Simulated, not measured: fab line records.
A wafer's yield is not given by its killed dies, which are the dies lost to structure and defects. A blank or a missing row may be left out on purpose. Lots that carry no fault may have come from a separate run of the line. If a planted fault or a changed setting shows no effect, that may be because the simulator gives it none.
What tool caused it? -- flow berkeley-cmos170 -- 14 lots (42 wafers sampled), 1 step of a 331-step route

## WHAT THE GAUGES SHOWED, per wafer
UCB170_START_THK_MEAS_03. Usual: START_OXIDE_THK typically reads 18.0 nm, with standard deviation 0.34.
lot,measured,on,START_OXIDE_THK (nm),flag
L358,day 1 14:49,film-metro-01,18.0 18.0 17.8,
L360,day 1 23:23,film-metro-04,17.8 17.8 17.7,
L361,day 2 06:13,film-metro-01,17.6 18.0 17.5,
L362,day 2 09:02,film-metro-03,17.9 17.9 17.6,
L364,day 2 20:50,film-metro-01,18.2 18.4 18.1,
L365,day 3 02:28,film-metro-04,18.1 17.8 17.5,
L367,day 3 10:55,film-metro-01,17.8 17.6 17.3,
L371,day 4 09:58,film-metro-01,18.4 18.3 18.0,
L373,day 4 16:43,film-metro-01,18.1 18.0 17.9,
L375,day 5 01:05,film-metro-04,17.9 17.8 18.0,
L376,day 5 08:25,film-metro-03,18.0 17.8 17.9,
L377,day 5 14:20,film-metro-04,18.8 18.3 18.3,
L380,day 6 02:36,film-metro-04,18.1 18.4 18.1,
L381,day 6 08:48,film-metro-04,18.0 18.1 18.0,

## WHAT TOOL EACH LOT RAN ON (gives the tool, then ch and the chambers of the sampled wafers, and finally the start)
There is no process step in the record ahead of these readings.

## WHAT THE TOOLS THEMSELVES READ (means of the sampled wafers that have a number; where no wafer has one, the mark that the record gives instead)
The record holds no such reading with a usual standard deviation.

## THE ANSWER, worked out from the rows above alone
Rule: a lot counts as off when the mean over its wafers that have a number is more than 3 standard deviations away from the usual mean. Also off: a lot with no number at a reading for which 4 or more lots have one. Where the step has rows for the other lots, those lots are counted as sound. The gauges are gone through in route order, then the tools' own readings, and for those a lot's mean is taken as printed above. The first step at which some lot is off is used, and at that step the reading that is off furthest; a lot without a number counts as furthest.
Across all readings shown, no lot is off: no conclusion can be drawn from this.

## WHAT WAS PUT IN BY THE SIMULATOR
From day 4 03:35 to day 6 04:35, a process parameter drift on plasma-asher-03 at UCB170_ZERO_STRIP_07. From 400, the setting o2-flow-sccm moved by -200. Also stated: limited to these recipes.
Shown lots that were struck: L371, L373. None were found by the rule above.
